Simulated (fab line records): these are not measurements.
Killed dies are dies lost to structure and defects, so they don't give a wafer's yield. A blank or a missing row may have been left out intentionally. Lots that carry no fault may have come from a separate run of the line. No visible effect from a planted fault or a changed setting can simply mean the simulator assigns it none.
What tool caused it? + flow rit cmos + 14 lots, 42 wafers sampled, at 1 step of a route of 202

## WHAT THE GAUGES SHOWED, per wafer
RIT_FOX2_THK_MEAS_90. Usual: FIELD_OXIDE_LEFT_1_THK gives 326 nm (standard deviation 5.2).
| lot  | measured    | on            | FIELD_OXIDE_LEFT_1_THK (nm) | flag |
|------|-------------|---------------|-----------------------------|------|
| L866 | day 1 21:24 | film metro-04 | 322 323 321                 |      |
| L867 | day 2 02:38 | film metro-01 | 325 318 324                 |      |
| L869 | day 2 12:06 | film metro-01 | 325 330 334                 |      |
| L871 | day 3 00:19 | film metro-03 | 324 320 325                 |      |
| L872 | day 3 04:19 | film metro-03 | 327 330 327                 |      |
| L874 | day 3 12:58 | film metro-03 | 331 324 330                 |      |
| L875 | day 3 17:54 | film metro-04 | 333 334 331                 |      |
| L876 | day 3 21:37 | film metro-04 | 315 318 319                 |      |
| L877 | day 4 02:22 | film metro-04 | 331 329 332                 |      |
| L879 | day 4 18:25 | film metro-03 | 334 331 334                 |      |
| L880 | day 4 19:44 | film metro-04 | 343 338 336                 |      |
| L881 | day 5 01:19 | film metro-04 | 337 332 332                 |      |
| L888 | day 7 05:17 | film metro-04 | 323 321 321                 |      |
| L889 | day 7 05:17 | film metro-01 | 329 330 335                 |      |

## WHICH TOOL RAN EACH LOT (tool, then ch and the chambers of the sampled wafers, then the start)
There is no process step in the record ahead of these readings.

## AS READ BY THE TOOLS THEMSELVES (means over the sampled wafers that have a number; for cases with no such wafer, the mark the record gives instead)
The record holds no such reading with a usual standard deviation.

## THE ANSWER, worked out from the rows above alone
Rule: lot off if the mean of its wafers having a number is beyond 3 standard deviations from the usual mean. Also off: a lot with no number at a reading for which 4 or more lots have one. The other lots that the step has rows for count as sound. The gauges are gone through in route order, then the tools' own readings, and for those a lot's mean is taken as printed above. At the first step where some lot is off, the reading lying furthest off is the one used; lots without a number count as furthest.
No lot is off on any of the readings shown, so nothing can be concluded from this.

## WHAT HAD BEEN PUT IN BY THE SIMULATOR
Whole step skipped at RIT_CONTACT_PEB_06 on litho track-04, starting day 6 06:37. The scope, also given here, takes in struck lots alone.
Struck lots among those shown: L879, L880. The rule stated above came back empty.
